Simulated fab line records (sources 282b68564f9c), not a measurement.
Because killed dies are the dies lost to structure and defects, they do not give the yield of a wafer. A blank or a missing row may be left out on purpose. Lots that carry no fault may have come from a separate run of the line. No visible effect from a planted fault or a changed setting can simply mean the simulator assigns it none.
fab line records || flow rit_cmos
[record] {"lots": 14, "wafers": 42, "last_day": 7}
route steps=202 shown M1@196
lots untouched by any fault: they come from a run of this same line in which no faults occurred
start_h: hours from the record's opening day to when the first of the lot's shown wafers began || wait_h: hours from the lot's prior step to this one || " the same as in the row above || L1.1+2: several wafers, shown together as one row || - no value, or no start given || * or withheld: withheld || < > ~ a bound
route shown NAME@n: a module of which the file shows steps, and the number in the route of the first || usual: mean/standard deviation of fault-free wafers || same: alike in all rows || chamber/n: place in a boat || sites: each site's reading || _std_site: the values' standard deviation || _edge_site: inner sites' mean taken away from outer sites' mean || radius_mm: how far each site lies from the wafer's centre || mask NAME#n: copy n || behind: the most recent tool/chamber to have shaped the wafer || hold: why the lot went on hold/how many hours it stayed there/how the hold came to an end || device: whichever transistor did not switch (one of n, p or np) || end of line: tests run on the same wafers once the route is complete || for a step that has no rows: nothing shown but its recipe || killed: not the wafer's yield, but the dies lost to structure and defects at the first sort || map: a wafer's dies, x killed, . not, _ none there
set.NAME: setting as actually run; set.NAME@STEP: the setting as run at that earlier step || model.NAME: the simulator's own value behind a step, which no gauge read
one table for each step of the route and one row for each wafer, over a sample of lots
services: a tool's chamber out of use, with start hour (start_h, from the record's first day; less than 0 if before it), hours out, and reason
[[steps]]
[step RIT_M1_METAL_ETCH_12]
[recipe] {"stop_on": "SiO2", "chemistry": "Cl2/BCl3", "target": "Al", "time_s": 165, "over_etch_frac": 0.5, "pressure_mtorr": 100, "target_depth_a": 6000, "rf_w": 250, "Cl2_flow_sccm": 60, "bcl3_flow_sccm": 50}
[usual] {"bcl3_flow_sccm": "50.02/0.15", "chamber_pressure_mTorr": "100.01/0.093", "drypump_motor_current_A": "5.6/0.56", "oes_product_au": "0.787/0.0094", "throttle_valve_pct": "8.33/0.14"}
{"lot.wafer": "L494.2", "tool": "rie_metal-01", "chamber": 1, "start_h": 58.46, "wait_h": 0.2, "bcl3_flow_sccm": 49.96, "chamber_pressure_mTorr": 99.92, "drypump_motor_current_A": 5.5, "oes_product_au": 0.764, "rf_hours_counter_h": 36, "throttle_valve_pct": 8.38}
{"lot.wafer": "L494.3", "tool": "rie_metal-01", "chamber": 1, "start_h": 58.46, "wait_h": 0.2, "bcl3_flow_sccm": 50.29, "chamber_pressure_mTorr": 100.10, "drypump_motor_current_A": 5.5, "oes_product_au": 0.763, "rf_hours_counter_h": "-", "throttle_valve_pct": 8.37}
{"lot.wafer": "L494.6", "tool": "rie_metal-01", "chamber": 0, "start_h": 58.46, "wait_h": 0.2, "bcl3_flow_sccm": 50.05, "chamber_pressure_mTorr": 100.07, "drypump_motor_current_A": 6.4, "oes_product_au": 0.780, "rf_hours_counter_h": "-", "throttle_valve_pct": 8.45}
{"lot.wafer": "L496.1", "tool": "rie_metal-01", "chamber": 1, "start_h": 75.39, "wait_h": 0.2, "bcl3_flow_sccm": 50.04, "chamber_pressure_mTorr": 100.06, "drypump_motor_current_A": 5.5, "oes_product_au": 0.765, "rf_hours_counter_h": 36, "throttle_valve_pct": 8.37}
{"lot.wafer": "L496.2", "tool": "rie_metal-01", "chamber": 0, "start_h": 75.39, "wait_h": 0.2, "bcl3_flow_sccm": 49.90, "chamber_pressure_mTorr": 99.99, "drypump_motor_current_A": 6.4, "oes_product_au": 0.783, "rf_hours_counter_h": 39, "throttle_valve_pct": 8.46}
{"lot.wafer": "L496.3", "tool": "rie_metal-01", "chamber": 1, "start_h": 75.39, "wait_h": 0.2, "bcl3_flow_sccm": 49.95, "chamber_pressure_mTorr": 99.98, "drypump_motor_current_A": 5.5, "oes_product_au": 0.788, "rf_hours_counter_h": "-", "throttle_valve_pct": 8.36}
{"lot.wafer": "L498.2", "tool": "rie_metal-04", "chamber": 1, "start_h": 76.72, "wait_h": 0.2, "bcl3_flow_sccm": 50.26, "chamber_pressure_mTorr": 100.17, "drypump_motor_current_A": 6.0, "oes_product_au": 0.797, "rf_hours_counter_h": 1, "throttle_valve_pct": 8.54}
{"lot.wafer": "L498.3", "tool": "rie_metal-04", "chamber": 1, "start_h": 76.72, "wait_h": 0.2, "bcl3_flow_sccm": 50.07, "chamber_pressure_mTorr": 100.16, "drypump_motor_current_A": 6.0, "oes_product_au": 0.803, "rf_hours_counter_h": "-", "throttle_valve_pct": 8.52}
{"lot.wafer": "L498.6", "tool": "rie_metal-04", "chamber": 0, "start_h": 76.72, "wait_h": 0.2, "bcl3_flow_sccm": 50.11, "chamber_pressure_mTorr": 100.13, "drypump_motor_current_A": 6.1, "oes_product_au": 0.792, "rf_hours_counter_h": "-", "throttle_valve_pct": 8.15}
{"lot.wafer": "L499.3", "tool": "rie_metal-02", "chamber": 1, "start_h": 81.16, "wait_h": 0.2, "bcl3_flow_sccm": 50.08, "chamber_pressure_mTorr": 99.92, "drypump_motor_current_A": 5.0, "oes_product_au": 0.791, "rf_hours_counter_h": "-", "throttle_valve_pct": 8.20}
{"lot.wafer": "L499.4", "tool": "rie_metal-02", "chamber": 0, "start_h": 81.16, "wait_h": 0.2, "bcl3_flow_sccm": 50.23, "chamber_pressure_mTorr": 100.00, "drypump_motor_current_A": 4.9, "oes_product_au": 0.794, "rf_hours_counter_h": "-", "throttle_valve_pct": 8.27}
{"lot.wafer": "L499.6", "tool": "rie_metal-02", "chamber": 0, "start_h": 81.16, "wait_h": 0.2, "bcl3_flow_sccm": 50.28, "chamber_pressure_mTorr": 100.09, "drypump_motor_current_A": 4.9, "oes_product_au": 0.791, "rf_hours_counter_h": "-", "throttle_valve_pct": 8.26}
{"lot.wafer": "L500.3", "tool": "rie_metal-01", "chamber": 1, "start_h": 93.32, "wait_h": 0.2, "bcl3_flow_sccm": 50.20, "chamber_pressure_mTorr": 99.89, "drypump_motor_current_A": 5.5, "oes_product_au": 0.781, "rf_hours_counter_h": "-", "throttle_valve_pct": 8.37}
{"lot.wafer": "L500.4", "tool": "rie_metal-01", "chamber": 0, "start_h": 93.32, "wait_h": 0.2, "bcl3_flow_sccm": 49.67, "chamber_pressure_mTorr": 99.95, "drypump_motor_current_A": 6.4, "oes_product_au": 0.778, "rf_hours_counter_h": "-", "throttle_valve_pct": 8.44}
{"lot.wafer": "L500.6", "tool": "rie_metal-01", "chamber": 0, "start_h": 93.32, "wait_h": 0.2, "bcl3_flow_sccm": 49.77, "chamber_pressure_mTorr": 100.10, "drypump_motor_current_A": 6.4, "oes_product_au": 0.790, "rf_hours_counter_h": "-", "throttle_valve_pct": 8.47}
{"lot.wafer": "L501.2", "tool": "rie_metal-04", "chamber": 0, "start_h": 96.78, "wait_h": 0.2, "bcl3_flow_sccm": 49.78, "chamber_pressure_mTorr": 99.93, "drypump_motor_current_A": 6.1, "oes_product_au": 0.774, "rf_hours_counter_h": 1, "throttle_valve_pct": 8.15}
{"lot.wafer": "L501.5", "tool": "rie_metal-04", "chamber": 0, "start_h": 96.78, "wait_h": 0.2, "bcl3_flow_sccm": 50.17, "chamber_pressure_mTorr": 100.14, "drypump_motor_current_A": 6.1, "oes_product_au": 0.779, "rf_hours_counter_h": "-", "throttle_valve_pct": 8.15}
{"lot.wafer": "L501.6", "tool": "rie_metal-04", "chamber": 1, "start_h": 96.78, "wait_h": 0.2, "bcl3_flow_sccm": 50.03, "chamber_pressure_mTorr": 100.02, "drypump_motor_current_A": 6.0, "oes_product_au": 0.798, "rf_hours_counter_h": "-", "throttle_valve_pct": 8.55}
{"lot.wafer": "L502.1", "tool": "rie_metal-02", "chamber": 0, "start_h": 98.81, "wait_h": 0.2, "bcl3_flow_sccm": 50.00, "chamber_pressure_mTorr": 100.04, "drypump_motor_current_A": 4.9, "oes_product_au": 0.790, "rf_hours_counter_h": 4, "throttle_valve_pct": 8.29}
{"lot.wafer": "L502.4", "tool": "rie_metal-02", "chamber": 0, "start_h": 98.81, "wait_h": 0.2, "bcl3_flow_sccm": 50.14, "chamber_pressure_mTorr": 100.10, "drypump_motor_current_A": 4.9, "oes_product_au": 0.799, "rf_hours_counter_h": "-", "throttle_valve_pct": 8.27}
{"lot.wafer": "L502.6", "tool": "rie_metal-02", "chamber": 1, "start_h": 98.81, "wait_h": 0.2, "bcl3_flow_sccm": 50.36, "chamber_pressure_mTorr": 99.86, "drypump_motor_current_A": 5.0, "oes_product_au": 0.784, "rf_hours_counter_h": "-", "throttle_valve_pct": 8.18}
{"lot.wafer": "L508.3", "tool": "rie_metal-02", "chamber": 0, "start_h": 125.27, "wait_h": 0.2, "bcl3_flow_sccm": 49.96, "chamber_pressure_mTorr": 100.09, "drypump_motor_current_A": 4.8, "oes_product_au": 0.811, "rf_hours_counter_h": "-", "throttle_valve_pct": 8.27}
{"lot.wafer": "L508.5", "tool": "rie_metal-02", "chamber": 1, "start_h": 125.27, "wait_h": 0.2, "bcl3_flow_sccm": 49.92, "chamber_pressure_mTorr": 149.89, "drypump_motor_current_A": 5.0, "oes_product_au": 0.792, "rf_hours_counter_h": "-", "throttle_valve_pct": 8.19}
{"lot.wafer": "L508.6", "tool": "rie_metal-02", "chamber": 0, "start_h": 125.27, "wait_h": 0.2, "bcl3_flow_sccm": 50.06, "chamber_pressure_mTorr": 99.90, "drypump_motor_current_A": 4.8, "oes_product_au": 0.807, "rf_hours_counter_h": "-", "throttle_valve_pct": 8.27}
{"lot.wafer": "L510.1", "tool": "rie_metal-04", "chamber": 0, "start_h": 134.78, "wait_h": 0.2, "bcl3_flow_sccm": 50.20, "chamber_pressure_mTorr": 100.01, "drypump_motor_current_A": 6.1, "oes_product_au": 0.794, "rf_hours_counter_h": 1, "throttle_valve_pct": 8.14}
{"lot.wafer": "L510.2", "tool": "rie_metal-04", "chamber": 1, "start_h": 134.78, "wait_h": 0.2, "bcl3_flow_sccm": 50.23, "chamber_pressure_mTorr": 100.22, "drypump_motor_current_A": 6.0, "oes_product_au": 0.791, "rf_hours_counter_h": 1, "throttle_valve_pct": 8.53}
{"lot.wafer": "L510.5", "tool": "rie_metal-04", "chamber": 0, "start_h": 134.78, "wait_h": 0.2, "bcl3_flow_sccm": 50.18, "chamber_pressure_mTorr": 99.93, "drypump_motor_current_A": 6.1, "oes_product_au": 0.785, "rf_hours_counter_h": "-", "throttle_valve_pct": 8.18}
{"lot.wafer": "L511.1", "tool": "rie_metal-02", "chamber": 1, "start_h": 142.97, "wait_h": 0.2, "bcl3_flow_sccm": 49.92, "chamber_pressure_mTorr": 149.89, "drypump_motor_current_A": 5.0, "oes_product_au": 0.784, "rf_hours_counter_h": 5, "throttle_valve_pct": 8.20}
{"lot.wafer": "L511.4", "tool": "rie_metal-02", "chamber": 0, "start_h": 142.97, "wait_h": 0.2, "bcl3_flow_sccm": 50.13, "chamber_pressure_mTorr": 100.03, "drypump_motor_current_A": 4.9, "oes_product_au": 0.794, "rf_hours_counter_h": "-", "throttle_valve_pct": 8.27}
{"lot.wafer": "L511.6", "tool": "rie_metal-02", "chamber": 0, "start_h": 142.97, "wait_h": 0.2, "bcl3_flow_sccm": 50.02, "chamber_pressure_mTorr": 100.10, "drypump_motor_current_A": 4.9, "oes_product_au": 0.790, "rf_hours_counter_h": "-", "throttle_valve_pct": 8.28}
{"lot.wafer": "L512.2", "tool": "rie_metal-04", "chamber": 1, "start_h": 146.23, "wait_h": 0.2, "bcl3_flow_sccm": 50.02, "chamber_pressure_mTorr": 99.96, "drypump_motor_current_A": 6.0, "oes_product_au": 0.791, "rf_hours_counter_h": 2, "throttle_valve_pct": 8.54}
{"lot.wafer": "L512.3", "tool": "rie_metal-04", "chamber": 1, "start_h": 146.23, "wait_h": 0.2, "bcl3_flow_sccm": 50.18, "chamber_pressure_mTorr": 99.98, "drypump_motor_current_A": 6.0, "oes_product_au": 0.799, "rf_hours_counter_h": "-", "throttle_valve_pct": 8.55}
{"lot.wafer": "L512.5", "tool": "rie_metal-04", "chamber": 1, "start_h": 146.23, "wait_h": 0.2, "bcl3_flow_sccm": 49.90, "chamber_pressure_mTorr": 100.02, "drypump_motor_current_A": 5.9, "oes_product_au": 0.800, "rf_hours_counter_h": "-", "throttle_valve_pct": 8.55}
{"lot.wafer": "L514.3", "tool": "rie_metal-04", "chamber": 0, "start_h": 155.58, "wait_h": 0.2, "bcl3_flow_sccm": 49.72, "chamber_pressure_mTorr": 99.96, "drypump_motor_current_A": 6.1, "oes_product_au": 0.792, "rf_hours_counter_h": "-", "throttle_valve_pct": 8.16}
{"lot.wafer": "L514.5", "tool": "rie_metal-04", "chamber": 1, "start_h": 155.58, "wait_h": 0.2, "bcl3_flow_sccm": 50.00, "chamber_pressure_mTorr": 100.14, "drypump_motor_current_A": 6.0, "oes_product_au": 0.798, "rf_hours_counter_h": "-", "throttle_valve_pct": 8.53}
{"lot.wafer": "L514.6", "tool": "rie_metal-04", "chamber": 0, "start_h": 155.58, "wait_h": 0.2, "bcl3_flow_sccm": 50.02, "chamber_pressure_mTorr": 99.96, "drypump_motor_current_A": 6.1, "oes_product_au": 0.785, "rf_hours_counter_h": "-", "throttle_valve_pct": 8.15}
{"lot.wafer": "L515.4", "tool": "rie_metal-01", "chamber": 0, "start_h": 160.60, "wait_h": 0.1, "bcl3_flow_sccm": 50.17, "chamber_pressure_mTorr": 100.03, "drypump_motor_current_A": 6.4, "oes_product_au": 0.793, "rf_hours_counter_h": "-", "throttle_valve_pct": 8.45}
{"lot.wafer": "L515.5", "tool": "rie_metal-01", "chamber": 0, "start_h": 160.60, "wait_h": 0.1, "bcl3_flow_sccm": 49.83, "chamber_pressure_mTorr": 100.02, "drypump_motor_current_A": 6.4, "oes_product_au": 0.784, "rf_hours_counter_h": "-", "throttle_valve_pct": 8.45}
{"lot.wafer": "L515.6", "tool": "rie_metal-01", "chamber": 1, "start_h": 160.60, "wait_h": 0.1, "bcl3_flow_sccm": 49.93, "chamber_pressure_mTorr": 100.00, "drypump_motor_current_A": 5.5, "oes_product_au": 0.790, "rf_hours_counter_h": "-", "throttle_valve_pct": 8.38}
{"lot.wafer": "L517.2", "tool": "rie_metal-01", "chamber": 1, "start_h": 169.85, "wait_h": 0.2, "bcl3_flow_sccm": 49.96, "chamber_pressure_mTorr": 99.95, "drypump_motor_current_A": 5.5, "oes_product_au": 0.792, "rf_hours_counter_h": 0, "throttle_valve_pct": 8.39}
{"lot.wafer": "L517.3", "tool": "rie_metal-01", "chamber": 0, "start_h": 169.85, "wait_h": 0.2, "bcl3_flow_sccm": 49.83, "chamber_pressure_mTorr": 100.00, "drypump_motor_current_A": 6.4, "oes_product_au": 0.798, "rf_hours_counter_h": "-", "throttle_valve_pct": 8.45}
{"lot.wafer": "L517.4", "tool": "rie_metal-01", "chamber": 1, "start_h": 169.85, "wait_h": 0.2, "bcl3_flow_sccm": 50.02, "chamber_pressure_mTorr": 100.04, "drypump_motor_current_A": 5.5, "oes_product_au": 0.786, "rf_hours_counter_h": "-", "throttle_valve_pct": 8.41}
[step RIT_M1_PROBE_99]
[usual] {"defect_limited_yield": "97.5/1.2", "killed_at_M0_to_M3": "0.0/0.12", "killed_at_contacts": "0.1/0.29", "killed_at_front_end": "6/3", "killed_dies": "7/3.1", "killed_open": "3.2/1.9", "killed_short": "3.3/1.9", "sort_bin_3_pad_short": "0.1/0.18", "sort_bin_5_function": "1.5/0.88", "sort_bin_6_memory": "0.9/0.62", "sort_n_pass": "257/3.1", "sort_yield_pct": "97.5/1.2"}
[same] {"gross_dies": 264, "killed_at_M4_up": 0, "killed_at_back_side": 0, "killed_at_other": 0}
{"lot.wafer": "L501.2", "tool": "prober-01", "chamber": "-", "start_h": 100.10, "wait_h": 0.1, "defect_limited_yield[%]": 96.2, "killed_at_M0_to_M3": 0, "killed_at_contacts": 0, "killed_at_front_end": 10, "killed_dies": 10, "killed_open": 6, "killed_short": 4, "sort_bin_3_pad_short[%]": 0, "sort_bin_5_function[%]": 2.7, "sort_bin_6_memory[%]": 1.1, "sort_n_pass": 254, "sort_yield_pct[%]": 96.2}
{"lot.wafer": "L501.5", "tool": "prober-01", "chamber": "-", "start_h": 100.25, "wait_h": 0.2, "defect_limited_yield[%]": 98.5, "killed_at_M0_to_M3": 0, "killed_at_contacts": 0, "killed_at_front_end": 4, "killed_dies": 4, "killed_open": 1, "killed_short": 3, "sort_bin_3_pad_short[%]": 0.4, "sort_bin_5_function[%]": 0, "sort_bin_6_memory[%]": 1.1, "sort_n_pass": 260, "sort_yield_pct[%]": 98.5}
{"lot.wafer": "L501.6", "tool": "prober-01", "chamber": "-", "start_h": 100.30, "wait_h": 0.2, "defect_limited_yield[%]": 95.8, "killed_at_M0_to_M3": 0, "killed_at_contacts": 0, "killed_at_front_end": 11, "killed_dies": 11, "killed_open": 7, "killed_short": 4, "sort_bin_3_pad_short[%]": 0, "sort_bin_5_function[%]": 1.5, "sort_bin_6_memory[%]": 2.7, "sort_n_pass": 253, "sort_yield_pct[%]": 95.8}
{"lot.wafer": "L511.1", "tool": "prober-01", "chamber": "-", "start_h": 145.22, "wait_h": 0.1, "defect_limited_yield[%]": 97.7, "killed_at_M0_to_M3": 0, "killed_at_contacts": 0, "killed_at_front_end": 6, "killed_dies": 6, "killed_open": 4, "killed_short": 2, "sort_bin_3_pad_short[%]": 0.4, "sort_bin_5_function[%]": 1.1, "sort_bin_6_memory[%]": 0.8, "sort_n_pass": 258, "sort_yield_pct[%]": 97.7}
{"lot.wafer": "L511.4", "tool": "prober-01", "chamber": "-", "start_h": 145.37, "wait_h": 0.2, "defect_limited_yield[%]": 97.7, "killed_at_M0_to_M3": 0, "killed_at_contacts": 0, "killed_at_front_end": 6, "killed_dies": 6, "killed_open": 1, "killed_short": 5, "sort_bin_3_pad_short[%]": 0, "sort_bin_5_function[%]": 0.8, "sort_bin_6_memory[%]": 1.5, "sort_n_pass": 258, "sort_yield_pct[%]": 97.7}
{"lot.wafer": "L511.6", "tool": "prober-01", "chamber": "-", "start_h": 145.47, "wait_h": 0.2, "defect_limited_yield[%]": 99.2, "killed_at_M0_to_M3": 0, "killed_at_contacts": 0, "killed_at_front_end": 2, "killed_dies": 2, "killed_open": 0, "killed_short": 2, "sort_bin_3_pad_short[%]": 0, "sort_bin_5_function[%]": 0, "sort_bin_6_memory[%]": 0.8, "sort_n_pass": 262, "sort_yield_pct[%]": 99.2}
{"lot.wafer": "L515.4", "tool": "prober-01", "chamber": "-", "start_h": 162.98, "wait_h": 0.2, "defect_limited_yield[%]": 96.6, "killed_at_M0_to_M3": 0, "killed_at_contacts": 0, "killed_at_front_end": 9, "killed_dies": 9, "killed_open": 3, "killed_short": 6, "sort_bin_3_pad_short[%]": 0, "sort_bin_5_function[%]": 1.9, "sort_bin_6_memory[%]": 1.5, "sort_n_pass": 255, "sort_yield_pct[%]": 96.6}
{"lot.wafer": "L515.5", "tool": "prober-01", "chamber": "-", "start_h": 163.03, "wait_h": 0.2, "defect_limited_yield[%]": 98.9, "killed_at_M0_to_M3": 0, "killed_at_contacts": 1, "killed_at_front_end": 2, "killed_dies": 3, "killed_open": 3, "killed_short": 0, "sort_bin_3_pad_short[%]": 0, "sort_bin_5_function[%]": 0.4, "sort_bin_6_memory[%]": 0.8, "sort_n_pass": 261, "sort_yield_pct[%]": 98.9}
{"lot.wafer": "L515.6", "tool": "prober-01", "chamber": "-", "start_h": 163.08, "wait_h": 0.2, "defect_limited_yield[%]": 97.3, "killed_at_M0_to_M3": 0, "killed_at_contacts": 0, "killed_at_front_end": 7, "killed_dies": 7, "killed_open": 4, "killed_short": 3, "sort_bin_3_pad_short[%]": 0, "sort_bin_5_function[%]": 1.1, "sort_bin_6_memory[%]": 1.5, "sort_n_pass": 257, "sort_yield_pct[%]": 97.3}
// killed by level:class
L501.2 GATE:geometric_particle:open=3 REOX:geometric_particle:short=2 FOX1:geometric_particle:open=1 FOX1:geometric_particle:short=1 REOX:geometric_particle:open=1 SILICIDE:geometric_particle:short=1 SILICIDE:geometric_particle:open=1
L501.5 GATE:geometric_particle:short=2 SILICIDE:geometric_particle:open=1 SILICIDE:geometric_particle:short=1
L501.6 GATE:geometric_particle:open=3 REOX:geometric_particle:open=2 SPACER:geometric_particle:short=2 REOX:geometric_particle:short=1 SPACER:geometric_particle:open=1 SILICIDE:geometric_particle:open=1 SILICIDE:geometric_particle:short=1
L511.1 FOX1:geometric_particle:short=1 FOX1:geometric_particle:open=1 GATE:geometric_particle:open=1 REOX:geometric_particle:open=1 REOX:geometric_particle:short=1 SPACER:geometric_particle:open=1
L511.4 GATE:geometric_particle:short=3 REOX:geometric_particle:short=2 FOX1:geometric_particle:open=1
L511.6 FOX1:geometric_particle:short=1 SILICIDE:geometric_particle:short=1
L515.4 REOX:geometric_particle:short=3 SILICIDE:geometric_particle:open=3 FOX2:geometric_particle:short=1 GATE:geometric_particle:short=1 SILICIDE:geometric_particle:short=1
L515.5 REOX:geometric_particle:open=2 CONTACT:geometric_particle:open=1
L515.6 GATE:geometric_particle:open=3 GATE:geometric_particle:short=2 REOX:geometric_particle:open=1 SPACER:geometric_particle:short=1
[[services]]
{"tool": "rie_metal-01", "chamber": "-", "start_h": 36.06, "hours": 0.9, "kind": "repair"}
{"tool": "rie_metal-01", "chamber": 1, "start_h": 77.42, "hours": 7.4, "kind": "repair"}
{"tool": "rie_metal-01", "chamber": "-", "start_h": 136.12, "hours": 20.0, "kind": "pm"}
{"tool": "rie_metal-01", "chamber": 0, "start_h": 136.12, "hours": 20.0, "kind": "vent_cycle"}
{"tool": "rie_metal-01", "chamber": 1, "start_h": 136.12, "hours": 20.0, "kind": "vent_cycle"}
{"tool": "rie_metal-01", "chamber": 0, "start_h": 156.12, "hours": "-", "kind": "clean"}
{"tool": "rie_metal-01", "chamber": 1, "start_h": 156.12, "hours": "-", "kind": "clean"}
{"tool": "rie_metal-04", "chamber": "-", "start_h": 169.48, "hours": 2.8, "kind": "pm"}
[[key]]
[first_sign] {"step": "RIT_M1_METAL_ETCH_12", "reading": "chamber_pressure_mTorr", "direction": "up", "sigmas": "99+", "usual": 100.01, "struck": 149.89}
effect none on later readings
met_at RIT_M1_METAL_ETCH_12
struck_lots L508,L511
struck_wafers L508.5,L511.1
onset_between 98.81 125.27
[fault] {"kind": "process_parameter_drift", "tool": "rie_metal-02", "chamber": 1, "onset_h": 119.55, "steps": "RIT_M1_METAL_ETCH_12", "channel": "pressure_mtorr", "offset": 50, "shape": "step", "end_h": 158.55, "stated": 100}
